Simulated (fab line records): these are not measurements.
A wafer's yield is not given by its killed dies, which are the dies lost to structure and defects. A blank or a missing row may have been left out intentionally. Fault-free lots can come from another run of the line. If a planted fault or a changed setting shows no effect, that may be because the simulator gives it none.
Check for tools in common :: flow rit cmos :: Lots sampled 14, wafers sampled 42

== REASON FOR OPENING ==
At RIT_NSD_TW_MEAS_10 the reading NSD_TW is flagged on 2 of 14 lots. No-fault wafers: 3117, standard deviation 15.
Rule: a lot is flagged in two cases, either no wafer of it has a number, or all its wafers with numbers fall more than 4 standard deviations from that mean. The other lots count as sound.

lot: L214
measured: day 3 03:47
on: film metro-02
NSD_TW, wafer by wafer: 3108 3098 3104
flag: 

lot: L216
measured: day 3 15:52
on: film metro-02
NSD_TW, wafer by wafer: 3135 3115 3104
flag: 

lot: L217
measured: day 3 18:45
on: film metro-02
NSD_TW, wafer by wafer: 3112 3108 3115
flag: 

lot: L218
measured: day 3 22:26
on: film metro-02
NSD_TW, wafer by wafer: 3109 3111 3121
flag: 

lot: L219
measured: day 4 02:38
on: film metro-01
NSD_TW, wafer by wafer: 3116 3106 3104
flag: 

lot: L220
measured: day 4 06:53
on: film metro-01
NSD_TW, wafer by wafer: 3089 3101 3108
flag: 

lot: L221
measured: day 4 10:55
on: film metro-02
NSD_TW, wafer by wafer: 3115 3124 3105
flag: 

lot: L224
measured: day 5 06:36
on: film metro-02
NSD_TW, wafer by wafer: 3114 3115 3123
flag: 

lot: L225
measured: day 5 08:39
on: film metro-01
NSD_TW, wafer by wafer: 3129 3138 3102
flag: 

lot: L230
measured: day 6 11:26
on: film metro-02
NSD_TW, wafer by wafer: 2880 2897 2892
flag: FLAGGED

lot: L231
measured: day 6 14:29
on: film metro-01
NSD_TW, wafer by wafer: 2889 2891 2891
flag: FLAGGED

lot: L233
measured: day 7 01:04
on: film metro-02
NSD_TW, wafer by wafer: 3136 3144 3128
flag: 

lot: L236
measured: day 7 20:20
on: film metro-04
NSD_TW, wafer by wafer: 3099 3087 3094
flag: 

lot: L237
measured: day 8 00:34
on: film metro-02
NSD_TW, wafer by wafer: 3137 3137 3133
flag: 
On average the flagged lots' numbers are 2890, which is -227 against the usual, or -15 standard deviations.

== TOOL THAT RAN EACH LOT ==
The record holds 1 process step before the reading, out of a route of 202 steps. In each cell: the tool, then ch and the chambers that the sampled wafers went through, then the start.
lot: L214
flag: 
RIT_NSD_IMPLANT_08: implanter-01 ch 0, day 3 03:28

lot: L216
flag: 
RIT_NSD_IMPLANT_08: implanter-01 ch 0, day 3 15:33

lot: L217
flag: 
RIT_NSD_IMPLANT_08: implanter-04 ch 0, day 3 18:25

lot: L218
flag: 
RIT_NSD_IMPLANT_08: implanter-04 ch 0, day 3 22:06

lot: L219
flag: 
RIT_NSD_IMPLANT_08: implanter-01 ch 0, day 4 02:19

lot: L220
flag: 
RIT_NSD_IMPLANT_08: implanter-04 ch 0, day 4 06:34

lot: L221
flag: 
RIT_NSD_IMPLANT_08: implanter-03 ch 0, day 4 10:35

lot: L224
flag: 
RIT_NSD_IMPLANT_08: implanter-03 ch 0, day 5 06:17

lot: L225
flag: 
RIT_NSD_IMPLANT_08: implanter-04 ch 0, day 5 08:20

lot: L230
flag: FLAGGED
RIT_NSD_IMPLANT_08: implanter-03 ch 0, day 6 11:07

lot: L231
flag: FLAGGED
RIT_NSD_IMPLANT_08: implanter-03 ch 0, day 6 14:10

lot: L233
flag: 
RIT_NSD_IMPLANT_08: implanter-01 ch 0, day 7 00:47

lot: L236
flag: 
RIT_NSD_IMPLANT_08: implanter-04 ch 0, day 7 20:03

lot: L237
flag: 
RIT_NSD_IMPLANT_08: implanter-04 ch 0, day 8 00:16
What is done by these steps:
- RIT_NSD_IMPLANT_08
- RIT_NSD_TW_MEAS_10

== FLAGGED OVER TOTAL, TOOL BY TOOL (the gauges that took the reading come last) ==
step: RIT_NSD_IMPLANT_08
tool: implanter-01
lots run: 4
flagged: 0
share of the flagged lots: none
sound lots run after its first flagged lot: -

step: RIT_NSD_IMPLANT_08
tool: implanter-03
lots run: 4
flagged: 2
share of the flagged lots: all
sound lots run after its first flagged lot: 0

step: RIT_NSD_IMPLANT_08
tool: implanter-04
lots run: 6
flagged: 0
share of the flagged lots: none
sound lots run after its first flagged lot: -

step: RIT_NSD_TW_MEAS_10
tool: film metro-01
lots run: 4
flagged: 1
share of the flagged lots: some
sound lots run after its first flagged lot: 0

step: RIT_NSD_TW_MEAS_10
tool: film metro-02
lots run: 9
flagged: 1
share of the flagged lots: some
sound lots run after its first flagged lot: 2 (L233,L237)

step: RIT_NSD_TW_MEAS_10
tool: film metro-04
lots run: 1
flagged: 0
share of the flagged lots: none
sound lots run after its first flagged lot: -

== WHAT THE TABLE ALLOWS ==
1 row of the table ran every flagged lot: implanter-03 at RIT_NSD_IMPLANT_08.
- implanter-03 at RIT_NSD_IMPLANT_08 ran 4 lots, 2 of them flagged. A fault beginning between L224 (day 5 06:17), its last sound lot, and L230 (day 6 11:07), its first flagged one, fits the data. Its own readings (dose ions cm2, faraday current uA) fall more than 4 standard deviations out on all wafers of the flagged lots.
Just one tool remains: implanter-03 at RIT_NSD_IMPLANT_08.

== WHAT THE SIMULATOR PUT IN ==
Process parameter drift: implanter-03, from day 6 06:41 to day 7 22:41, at RIT_NSD_IMPLANT_08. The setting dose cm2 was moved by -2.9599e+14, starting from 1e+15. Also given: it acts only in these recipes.
Struck lots among those shown: L230, L231. This agrees with what the rule above found.
